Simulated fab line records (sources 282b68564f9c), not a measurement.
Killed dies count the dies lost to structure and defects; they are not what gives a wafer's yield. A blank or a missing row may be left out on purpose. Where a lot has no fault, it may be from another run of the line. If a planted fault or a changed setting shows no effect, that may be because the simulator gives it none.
fab line records    flow ritCmos
[record] lots = 6  wafers = 18  lastDay = 7
route steps=202 shown PSD@150 SDANNEAL@153 NSD@158 PLDD@159 NLDD@160 SILICIDE@161 M1@202
lots with no fault: from the same line, run without faults
startH: hours from the record's first day to the start of the lot's first wafer shown    waitH: hours since the lot's step before    " unchanged from the row above    L1.1+2: one row covering several wafers at once    - value missing, or start not given    * or withheld: withheld    < > ~ a bound
route shown NAME@n: NAME is a module with steps in the file, n the number in the route of the first one    usual: the fault-free wafers' mean and standard deviation    same: alike in all rows    chamber/n: place in a boat    sites: per-site readings    _std_site: standard deviation of those values    _edge_site: outer sites' mean less inner sites'    radiusMm: for every site, how far away it sits from the centre of the wafer    mask NAME#n: copy n    behind: the last tool/chamber to shape the wafer    hold: what put the lot on hold/how long, in hours/how the hold closed    device: transistor that didn't switch, given as n, p or np    end of line: tests of these same wafers at the route's end    for a step that has no rows: nothing shown but its recipe    killed: the dies lost at the first sort to structure and to defects; this is not the yield of the wafer    map: shows each die of a wafer: x if killed, . if not, _ if none is there
set.NAME: the setting the step ran with; set.NAME@STEP: the setting that earlier step ran with    model.NAME: the simulator's own value behind a step, which no gauge read
lots at selected steps of the route; one table per step, one row per wafer
services: from which hour (startH, from the record's first day; less than 0 if before it) a tool's chamber was out of use, for how many hours, and why
[[steps]]
[step RIT_PSD_IMPLANT_08]
[recipe] species = BF2  energyKev = 27  doseCm2 = 5e+15  tiltDeg = 7
[step RIT_PSD_STRIP_09]
[recipe] chemistry = O2  timeS = 180  resist = NOVOLAK  platenTempC = withheld  powerW = 500  pressureMtorr = 4000  o2FlowSccm = 4000
[usual] drypumpMotorCurrentA = 5.5/0.57  o2FlowSccm = 4000/12  rfReflPowerW = 7.5/1.3
[same] timeS = 180
lot.wafer  tool            chamber  startH  waitH  drypumpMotorCurrentA  o2FlowSccm  rfHoursCounterH  rfReflPowerW
L317.1     plasmaAsher-01  0        64.32   0.1    4.9                   4002        42               6.5
L317.2     "               1        "       "      6.3                   3979        42               7.4
L317.4     "               1        "       "      6.3                   3989        -                7.4
L321.3     plasmaAsher-03  1        90.30   0.1    5.6                   4010        -                9.3
L321.4     "               0        "       "      5.6                   4008        -                8.3
L321.6     "               0        "       "      5.6                   3995        -                8.1
L323.2     plasmaAsher-02  1        98.69   0.1    4.6                   4004        46               6.3
L323.4     "               0        "       "      5.1                   3990        -                5.4
L323.6     "               1        "       "      4.7                   3999        -                6.4
L330.2     plasmaAsher-02  1        131.40  0.1    4.6                   4008        1                6.3
L330.4     "               1        "       "      4.6                   4002        -                6.3
L330.6     "               1        "       "      4.7                   4003        -                6.6
L331.1     plasmaAsher-01  0        141.25  0.1    4.9                   4001        50               6.8
L331.4     "               0        "       "      4.9                   3977        -                6.6
L331.5     "               0        "       "      4.9                   3994        -                6.7
L335.2     plasmaAsher-02  0        165.80  0.1    5.1                   4006        4                5.4
L335.3     "               0        "       "      5.1                   4008        -                5.6
L335.6     "               1        "       "      4.6                   4003        -                6.5
[step RIT_PSD_TW_MEAS_10]
[usual] PSD_TW = 3432/19
lot.wafer  tool          chamber  startH  waitH  PSD_TW
L317.1     filmMetro-03  -        64.50   0.1    3435
L317.2     "             -        "       "      3436
L317.4     "             -        "       "      3426
L321.3     filmMetro-02  -        90.43   0.1    3400
L321.4     "             -        "       "      3402
L321.6     "             -        "       "      3418
L323.2     filmMetro-02  -        98.87   0.1    3395
L323.4     "             -        "       "      3411
L323.6     "             -        "       "      3413
L330.2     filmMetro-04  -        131.58  0.1    3445
L330.4     "             -        "       "      3429
L330.6     "             -        "       "      3439
L331.1     filmMetro-02  -        141.42  0.1    3432
L331.4     "             -        "       "      3430
L331.5     "             -        "       "      3428
L335.2     filmMetro-04  -        165.99  0.1    3475
L335.3     "             -        "       "      3476
L335.6     "             -        "       "      3466
[step RIT_SDANNEAL_CLEAN_00]
[recipe] chemistry = SC1  mix = 3:3:50  timeS = 600  tempC = 75
[step RIT_SDANNEAL_CLEAN_01]
[recipe] chemistry = dHF  dilution = 50:1  timeS = 30
[step RIT_SDANNEAL_CLEAN_02]
[recipe] chemistry = SC2  mix = 3:3:50  timeS = 600  tempC = 75  dry = n2Spin
[step RIT_SDANNEAL_RTA_03]
[recipe] tempC = 1050  timeS = 5  idleTempC = 600  rampUpCPerS = 342  rampDownCPerS = 171  coolToC = 600  ambient = N2
[usual] rampDownCPerS = 171.00/0.032  wafer_temp_C_max = 1053.4/1.3
[same] timeS = 5
lot.wafer  tool          chamber  startH  waitH  rampDownCPerS  wafer_temp_C_max
L317.1     rtpAnneal-01  0        64.93   0.0    171.00         1053.1
L317.2     "             0        "       "      171.00         1052.0
L317.4     "             0        "       "      171.02         1052.5
L321.3     rtpAnneal-01  0        90.88   0.0    170.97         1052.8
L321.4     "             0        "       "      171.00         1053.1
L321.6     "             0        "       "      171.05         1054.2
L323.2     rtpAnneal-01  0        99.32   0.0    170.98         1054.7
L323.4     "             0        "       "      171.00         1054.4
L323.6     "             0        "       "      171.01         1051.4
L330.2     rtpAnneal-02  0        132.03  0.0    170.99         1053.6
L330.4     "             0        "       "      170.99         1055.3
L330.6     "             0        "       "      171.04         1053.8
L331.1     rtpAnneal-01  0        141.88  0.0    170.98         1053.6
L331.4     "             0        "       "      170.99         1053.5
L331.5     "             0        "       "      170.99         1052.0
L335.2     rtpAnneal-01  0        166.42  0.0    171.00         1053.5
L335.3     "             0        "       "      171.02         1052.2
L335.6     "             0        "       "      170.96         1052.6
[step RIT_SDANNEAL_RS_MEAS_04]
[recipe] thkMeasGauge = four-point-probe
[usual] PSD_RS = 115.89/0.24
lot.wafer  tool          chamber  startH  waitH  PSD_RS[ohm/sq]
L317.1     filmMetro-04  -        64.98   0.0    115.84
L317.2     "             -        "       "      115.55
L317.4     "             -        "       "      115.91
L321.3     filmMetro-02  -        90.96   0.1    115.83
L321.4     "             -        "       "      115.80
L321.6     "             -        "       "      115.84
L323.2     filmMetro-03  -        99.38   0.1    115.82
L323.4     "             -        "       "      115.74
L323.6     "             -        "       "      115.93
L330.2     filmMetro-02  -        132.10  0.1    115.86
L330.4     "             -        "       "      116.08
L330.6     "             -        "       "      115.99
L331.1     filmMetro-04  -        141.94  0.0    116.26
L331.4     "             -        "       "      116.36
L331.5     "             -        "       "      116.19
L335.2     filmMetro-03  -        166.49  0.1    116.22
L335.3     "             -        "       "      115.92
L335.6     "             -        "       "      116.20
[step RIT_SDANNEAL_RS_MEAS_05]
[recipe] thkMeasGauge = four-point-probe
[usual] NSD_RS = 84.6/0.31
lot.wafer  tool          chamber  startH  waitH  NSD_RS[ohm/sq]
L317.1     filmMetro-04  -        65.10   0.1    84.7
L317.2     "             -        "       "      84.8
L317.4     "             -        "       "      85.0
L321.3     filmMetro-02  -        91.08   0.1    84.5
L321.4     "             -        "       "      85.3
L321.6     "             -        "       "      84.9
L323.2     filmMetro-03  -        99.50   0.1    85.0
L323.4     "             -        "       "      84.8
L323.6     "             -        "       "      84.8
L330.2     filmMetro-02  -        132.22  0.1    84.6
L330.4     "             -        "       "      84.1
L330.6     "             -        "       "      84.3
L331.1     filmMetro-04  -        142.06  0.1    84.6
L331.4     "             -        "       "      84.8
L331.5     "             -        "       "      84.7
L335.2     filmMetro-03  -        166.61  0.1    84.1
L335.3     "             -        "       "      84.3
L335.6     "             -        "       "      84.3
[step RIT_SDANNEAL_RS_MEAS_06]
[recipe] thkMeasGauge = four-point-probe
[usual] PLDD_RS = 180.0/0.53
lot.wafer  tool          chamber  startH  waitH  PLDD_RS[ohm/sq]
L317.1     filmMetro-04  -        65.22   0.1    179.7
L317.2     "             -        "       "      179.6
L317.4     "             -        "       "      179.7
L321.3     filmMetro-02  -        91.20   0.1    180.9
L321.4     "             -        "       "      180.7
L321.6     "             -        "       "      181.0
L323.2     filmMetro-03  -        99.62   0.1    179.5
L323.4     "             -        "       "      179.4
L323.6     "             -        "       "      179.7
L330.2     filmMetro-02  -        132.34  0.1    180.5
L330.4     "             -        "       "      181.1
L330.6     "             -        "       "      180.1
L331.1     filmMetro-04  -        142.18  0.1    179.4
L331.4     "             -        "       "      179.3
L331.5     "             -        "       "      179.2
L335.2     filmMetro-03  -        166.73  0.1    179.7
L335.3     "             -        "       "      179.8
L335.6     "             -        "       "      179.8
[step RIT_SDANNEAL_RS_MEAS_07]
[recipe] thkMeasGauge = four-point-probe
[usual] NLDD_RS = 151.6/0.42
lot.wafer  tool          chamber  startH  waitH  NLDD_RS[ohm/sq]
L317.1     filmMetro-04  -        65.34   0.1    151.1
L317.2     "             -        "       "      151.9
L317.4     "             -        "       "      151.7
L321.3     filmMetro-02  -        91.32   0.1    152.1
L321.4     "             -        "       "      151.7
L321.6     "             -        "       "      152.0
L323.2     filmMetro-03  -        99.74   0.1    151.3
L323.4     "             -        "       "      151.3
L323.6     "             -        "       "      151.3
L330.2     filmMetro-02  -        132.46  0.1    151.8
L330.4     "             -        "       "      151.7
L330.6     "             -        "       "      151.5
L331.1     filmMetro-04  -        142.30  0.1    151.7
L331.4     "             -        "       "      150.9
L331.5     "             -        "       "      151.7
L335.2     filmMetro-03  -        166.85  0.1    151.8
L335.3     "             -        "       "      151.2
L335.6     "             -        "       "      151.6
[step RIT_SILICIDE_WET_ETCH_00]
[recipe] chemistry = BOE  target = SiO2  targetDepthNm = 14  timeS = 15  dry = n2Spin  dilution = 10:1  tempC = 21.5
[step RIT_SILICIDE_SPUTTER_01]
[recipe] material = Ti  targetThkNm = 30  powerW = 361.5  chamberPressurePa = 0.667  gas = Ar  timeS = 240  substrateTempC = 25
[usual] throttleValvePct = 29.6/1.4
lot.wafer  tool           chamber  startH  waitH  throttleValvePct  model.Ti_of_SILICIDE_SPUTTER_01.thkNm
L317.1     pvdSputter-02  -        65.48   0.0    28.3              30.74
L317.2     "              -        "       "      29.9              30.91
L317.4     "              -        "       "      31.4              31.1
L321.3     pvdSputter-02  -        91.41   0.0    28.6              30.72
L321.4     "              -        "       "      30.1              28.44
L321.6     "              -        "       "      28.9              30.58
L323.2     pvdSputter-02  -        99.86   0.0    28.8              31.38
L323.4     "              -        "       "      31.6              31.41
L323.6     "              -        "       "      30.0              29.12
L330.2     pvdSputter-01  -        132.57  0.0    30.6              31.35
L330.4     "              -        "       "      28.6              30.63
L330.6     "              -        "       "      28.4              30.83
L331.1     pvdSputter-04  -        142.44  0.0    30.0              31.01
L331.4     "              -        "       "      31.7              31.38
L331.5     "              -        "       "      29.2              31.35
L335.2     pvdSputter-01  -        166.96  0.0    30.4              30.77
L335.3     "              -        "       "      30.4              30.49
L335.6     "              -        "       "      30.6              30.84
[step RIT_SILICIDE_RS_MEAS_02]
[recipe] thkMeasGauge = four-point-probe  reads = Ti_of_SILICIDE_SPUTTER_01
[usual] SILICIDE_TI_RS = 46.0/0.65
lot.wafer  tool          chamber  startH  waitH  SILICIDE_TI_RS[ohm/sq]
L317.1     filmMetro-01  -        65.63   0.1    46.4
L317.2     "             -        "       "      46.1
L317.4     "             -        "       "      45.7
L321.3     filmMetro-01  -        91.60   0.1    46.3
L321.4     "             -        "       "      51.2
L321.6     "             -        "       "      46.6
L323.2     filmMetro-01  -        100.03  0.1    45.2
L323.4     "             -        "       "      45.1
L323.6     "             -        "       "      49.6
L330.2     filmMetro-01  -        132.74  0.1    45.4
L330.4     "             -        "       "      46.5
L330.6     "             -        "       "      46.1
L331.1     filmMetro-01  -        142.59  0.1    45.8
L331.4     "             -        "       "      45.2
L331.5     "             -        "       "      45.2
L335.2     filmMetro-01  -        167.13  0.1    46.3
L335.3     "             -        "       "      46.9
L335.6     "             -        "       "      46.2
[step RIT_SILICIDE_THK_MEAS_03]
[recipe] thkMeasGauge = xrf  reads = Ti_of_SILICIDE_SPUTTER_01
[usual] SILICIDE_TI_THK = 30.7/0.36
lot.wafer  tool          chamber  startH  waitH  SILICIDE_TI_THK[nm]
L317.1     filmMetro-01  -        65.75   0.1    30.5
L317.2     "             -        "       "      30.5
L317.4     "             -        "       "      30.8
L321.3     filmMetro-01  -        91.70   0.1    30.3
L321.4     "             -        "       "      28.0
L321.6     "             -        "       "      30.2
L323.2     filmMetro-01  -        100.14  0.1    31.0
L323.4     "             -        "       "      31.0
L323.6     "             -        "       "      28.8
L330.2     filmMetro-01  -        132.85  0.1    31.0
L330.4     "             -        "       "      30.5
L330.6     "             -        "       "      30.5
L331.1     filmMetro-01  -        142.71  0.1    30.7
L331.4     "             -        "       "      31.1
L331.5     "             -        "       "      31.0
L335.2     filmMetro-01  -        167.24  0.1    30.6
L335.3     "             -        "       "      30.3
L335.6     "             -        "       "      30.6
[step RIT_SILICIDE_RTA_04]
[recipe] tempC = 650  timeS = 10  idleTempC = 25  rampUpS = 5  rampDownS = 5  coolToC = 25  ambient = N2
[usual] wafer_temp_C_max = 653.6/1.1
[same] timeS = 10
lot.wafer  tool          chamber  startH  waitH  wafer_temp_C_max
L317.1     rtpAnneal-02  0        65.81   0.1    652.9
L317.2     "             0        "       "      653.7
L317.4     "             0        "       "      654.1
L321.3     rtpAnneal-01  0        91.76   0.1    653.0
L321.4     "             0        "       "      652.8
L321.6     "             0        "       "      652.2
L323.2     rtpAnneal-02  0        100.20  0.1    654.1
L323.4     "             0        "       "      652.9
L323.6     "             0        "       "      653.2
L330.2     rtpAnneal-01  0        132.91  0.1    653.0
L330.4     "             0        "       "      653.9
L330.6     "             0        "       "      653.3
L331.1     rtpAnneal-02  0        142.77  0.1    655.0
L331.4     "             0        "       "      654.1
L331.5     "             0        "       "      654.4
L335.2     rtpAnneal-02  0        167.30  0.1    654.5
L335.3     "             0        "       "      653.8
L335.6     "             0        "       "      655.7
[step RIT_M1_PROBE_99]
[usual] killedAtContacts = 0.1/0.28  killedAtFrontEnd = 7.0/2.9  killedDies = 7.0/2.9  killedOnRim = 1.8/1.4  killedOpen = 3.4/2.1  killedShort = 3.6/1.7
[same] grossDies = 264  killed_at_M0_to_M3 = 0  killed_at_M4_up = 0  killedAtBackSide = 0  killedAtOther = 0
lot.wafer  tool       chamber  startH  waitH  killedAtContacts  killedAtFrontEnd  killedDies  killedOnRim  killedOpen  killedShort  model.etest.npolyLine.lineOhmUm  model.etest.contactPplus.endOhmUm  model.etest.contactNplus.endOhmUm  model.etest.npolyLine.rsOhmSq  model.etest.ppolyLine.rsOhmSq  model.etest.npolySal.rsOhmSq  model.etest.ppolySal.rsOhmSq  model.etest.pplusSal.rsOhmSq
L317.1     prober-01  -        72.36   0.1    0                 5                 5           1            3           2            162.3                            44.74                              41.77                              16.71                          16.46                          4.295                         4.246                         4.238
L317.2     prober-01  -        72.41   0.1    1                 6                 7           0            4           3            167.4                            44.24                              42.2                               16.74                          16.11                          4.272                         4.239                         4.245
L317.4     prober-01  -        72.51   0.2    0                 9                 9           3            4           5            166.8                            44.57                              42.34                              16.58                          16.09                          4.253                         4.187                         4.16
L321.3     prober-02  -        98.52   0.2    0                 13                13          3            5           8            161.7                            46.24                              42.66                              16.7                           16.08                          4.25                          4.235                         4.229
L321.4     prober-02  -        98.57   0.2    0                 7                 7           3            3           4            166.4                            44.78                              39.58                              17.65                          16.89                          4.599                         4.507                         4.528
L321.6     prober-02  -        98.67   0.2    0                 6                 6           1            2           4            158.8                            47.57                              42.28                              16.58                          16.2                           4.29                          4.272                         4.288
L323.2     prober-02  -        106.90  0.1    0                 1                 1           0            1           0            161.4                            47.96                              43.9                               16.48                          15.98                          4.207                         4.172                         4.2
L323.4     prober-02  -        107.00  0.2    0                 7                 7           2            2           5            165.2                            47.88                              43.19                              16.59                          16.03                          4.139                         4.134                         4.11
L323.6     prober-02  -        107.10  0.2    0                 4                 4           1            2           2            168.2                            44.9                               39.16                              17.42                          16.71                          4.45                          4.417                         4.438
L330.2     prober-01  -        139.50  0.1    0                 1                 1           0            1           0            163.1                            46.61                              45.4                               16.49                          15.93                          4.197                         4.145                         4.134
L330.4     prober-01  -        139.60  0.2    0                 8                 8           4            4           4            167.3                            43.54                              43.56                              16.69                          16.21                          4.264                         4.257                         4.27
L330.6     prober-01  -        139.70  0.2    0                 2                 2           1            1           1            159.8                            44.72                              42.82                              16.56                          16.11                          4.248                         4.188                         4.237
L331.1     prober-02  -        149.54  0.1    0                 9                 9           1            5           4            168.3                            45.21                              41.78                              16.6                           16                             4.197                         4.16                          4.184
L331.4     prober-02  -        149.69  0.2    0                 11                11          0            7           4            169.8                            45.66                              43.89                              16.55                          15.92                          4.174                         4.079                         4.108
L331.5     prober-02  -        149.74  0.2    0                 9                 9           0            3           6            171.1                            46.85                              43.78                              16.5                           15.82                          4.21                          4.142                         4.117
L335.2     prober-02  -        174.79  0.1    0                 13                13          5            10          3            163.5                            44.56                              41.05                              16.53                          16.1                           4.271                         4.266                         4.261
L335.3     prober-02  -        174.84  0.2    0                 8                 8           4            2           6            164                              44.84                              40.37                              16.68                          16.29                          4.285                         4.26                          4.291
L335.6     prober-02  -        174.99  0.2    0                 9                 9           2            5           4            159.8                            44.26                              41.69                              16.47                          16.25                          4.212                         4.203                         4.204
// killed by level:class
L317.1 FOX1:geometricParticle:short=1 GATE:geometricParticle:short=1 GATE:geometricParticle:open=1 REOX:geometricParticle:open=1 SILICIDE:geometricParticle:open=1
L317.2 FOX1:geometricParticle:short=3 GATE:geometricParticle:open=1 REOX:geometricParticle:open=1 SILICIDE:geometricParticle:open=1 CONTACT:geometricParticle:open=1
L317.4 FOX1:geometricParticle:short=3 GATE:geometricParticle:open=3 GATE:geometricParticle:short=2 SILICIDE:geometricParticle:open=1
L321.3 SPACER:geometricParticle:open=3 FOX1:geometricParticle:short=2 GATE:geometricParticle:short=2 FOX1:geometricParticle:open=1 FOX2:geometricParticle:short=1 REOX:geometricParticle:short=1 SPACER:geometricParticle:short=1 SILICIDE:geometricParticle:short=1
L321.4 FOX1:geometricParticle:open=1 FOX2:geometricParticle:short=1 GATE:geometricParticle:short=1 REOX:geometricParticle:open=1 REOX:geometricParticle:short=1 SPACER:geometricParticle:open=1 SILICIDE:geometricParticle:short=1
L321.6 FOX1:geometricParticle:short=2 GATE:geometricParticle:short=2 SPACER:geometricParticle:open=1 SILICIDE:geometricParticle:open=1
L323.2 FOX1:geometricParticle:open=1
L323.4 FOX2:geometricParticle:open=1 FOX2:geometricParticle:short=1 GATE:geometricParticle:short=1 GATE:geometricParticle:open=1 REOX:geometricParticle:short=1 SPACER:geometricParticle:short=1 SILICIDE:geometricParticle:short=1
L323.6 FOX2:geometricParticle:open=1 SPACER:geometricParticle:short=1 SILICIDE:geometricParticle:short=1 SILICIDE:geometricParticle:open=1
L330.2 GATE:geometricParticle:open=1
L330.4 FOX1:geometricParticle:short=3 GATE:geometricParticle:open=2 FOX1:geometricParticle:open=1 GATE:geometricParticle:short=1 SILICIDE:geometricParticle:open=1
L330.6 FOX1:geometricParticle:short=1 GATE:geometricParticle:open=1
L331.1 GATE:geometricParticle:short=4 GATE:geometricParticle:open=2 SPACER:geometricParticle:open=2 REOX:geometricParticle:open=1
L331.4 GATE:geometricParticle:open=4 SPACER:geometricParticle:short=3 SPACER:geometricParticle:open=2 FOX2:geometricParticle:open=1 REOX:geometricParticle:short=1
L331.5 FOX2:geometricParticle:open=2 REOX:geometricParticle:short=2 SPACER:geometricParticle:short=2 FOX1:geometricParticle:short=1 REOX:geometricParticle:open=1 SILICIDE:geometricParticle:short=1
L335.2 GATE:geometricParticle:open=3 SILICIDE:geometricParticle:open=3 SPACER:geometricParticle:open=2 ACTIVE:geometricParticle:short=1 FOX1:geometricParticle:open=1 FOX2:geometricParticle:open=1 GATE:geometricParticle:short=1 REOX:geometricParticle:short=1
L335.3 GATE:geometricParticle:short=4 FOX1:geometricParticle:short=1 FOX1:geometricParticle:open=1 FOX2:geometricParticle:open=1 SPACER:geometricParticle:short=1
L335.6 SPACER:geometricParticle:open=3 GATE:geometricParticle:short=2 FOX2:geometricParticle:short=1 GATE:geometricParticle:open=1 REOX:geometricParticle:open=1 SPACER:geometricParticle:short=1
[[services]]
tool            chamber  startH  hours  kind
pvdSputter-04   -        47.80   1.7    repair
pvdSputter-04   -        92.36   1.4    repair
plasmaAsher-02  -        108.80  9.0    pm
plasmaAsher-02  0        108.80  9.0    ventCycle
plasmaAsher-02  1        108.80  9.0    ventCycle
pvdSputter-01   -        111.26  4.3    repair
plasmaAsher-02  0        117.80  -      clean
plasmaAsher-02  1        117.80  -      clean
rtpAnneal-01    -        127.36  5.4    pm
pvdSputter-02   -        141.45  3.2    repair
pvdSputter-02   -        161.72  9.3    repair
pvdSputter-02   -        167.20  0.7    repair
[[key]]
[firstSign] step = RIT_SILICIDE_RS_MEAS_02  reading = SILICIDE_TI_RS  direction = up  sigmas = 6.8  usual = 46.0  struck = 50.4
[effect] step = RIT_SILICIDE_THK_MEAS_03  reading = SILICIDE_TI_THK  direction = down  sigmas = 6.5  usual = 30.7  struck = 28.4
[modelEffect] step = RIT_SILICIDE_SPUTTER_01  value = Ti_of_SILICIDE_SPUTTER_01.thkNm  without = 31.11  struck = 28.78
[modelEffect] step = RIT_M1_PROBE_99  value = etest.npolyLine.lineOhmUm  without = 160.5  struck = 167.3
metAt RIT_SILICIDE_SPUTTER_01
struckWafers L321.4,L323.6
testerLeftOut L321,L323
onsetBetween 65.48 91.41
[fault] kind = processParameterDrift  tool = pvdSputter-02  chamber = -  onsetH = 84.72  steps = RIT_SILICIDE_SPUTTER_01  channel = timeS  offset = *  shape = step  endH = 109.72  stated = *  scope = struckWafersOnly
// testerLeftOut: of these lots the tester's yield and bins aren't shown, on N5 and GAA mostly nor the transistor test; their killed dies are dies lost to structure and defects alone, not to doping, threshold or leakage, so they don't give the yield
